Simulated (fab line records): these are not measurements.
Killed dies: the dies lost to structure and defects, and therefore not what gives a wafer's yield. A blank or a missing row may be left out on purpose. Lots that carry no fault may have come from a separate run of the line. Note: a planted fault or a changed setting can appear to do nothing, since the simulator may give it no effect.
Matching of chambers ; flow berkeley-cmos170 ; UCB170_SPACER_ETCHBACK_03 on rie-diel-01: 4 sister chambers
The step etches SiO2 in CHF3/CF4/Ar, stops on Si, target depth 376 nm, time 100 s. 8 wafers are shown with their chamber, then 7 later ones without.

## WAFERS WITH THEIR CHAMBER
wafer;chamber;drypump-motor-current-A (A);throttle-valve-pct (%)
L324.2;0;5.2;6.36
L329.6;0;5.2;6.37
L333.5;2;5.0;6.47
L336.2;1;5.5;6.66
L336.5;2;5.0;6.47
L336.6;3;5.1;6.47
L338.2;3;5.0;6.47
L338.4;1;5.5;6.68

## WAFERS WITHOUT THEIR CHAMBER
wafer;drypump-motor-current-A (A);throttle-valve-pct (%)
L338.5;5.0;6.47
L342.2;5.5;6.67
L342.3;5.0;6.47
L342.4;5.0;6.47
L347.1;5.5;6.67
L347.2;5.0;6.45
L347.5;5.5;6.69

## WHICH CHAMBER EACH ONE RAN IN
wafer;from the rows above;in truth
L338.5;can't be placed: 2 or 3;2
L342.2;1;1
L342.3;can't be placed: 2 or 3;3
L342.4;can't be placed: 2 or 3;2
L347.1;1;1
L347.2;can't be placed: 2 or 3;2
L347.5;1;1
Correct placement for 3 of the 7. Not placeable from these rows: 4 (in 4, the candidates include the true chamber). Placed wrongly: 0.
How it was worked out, from the rows above alone: a wafer's distance from a chamber is the root of the sum, over the readings, of the square of ((its reading less the chamber's mean) divided by the reading's scatter). The wafer belongs to the nearest chamber; if the next one is less than 2 further off, it can't be placed. The mean given for a chamber averages the wafers shown for that chamber. How the scatter is found: for the shown wafers, subtract from each reading the mean of its chamber, square and add these, divide the total by (wafers less chambers), then take the root.
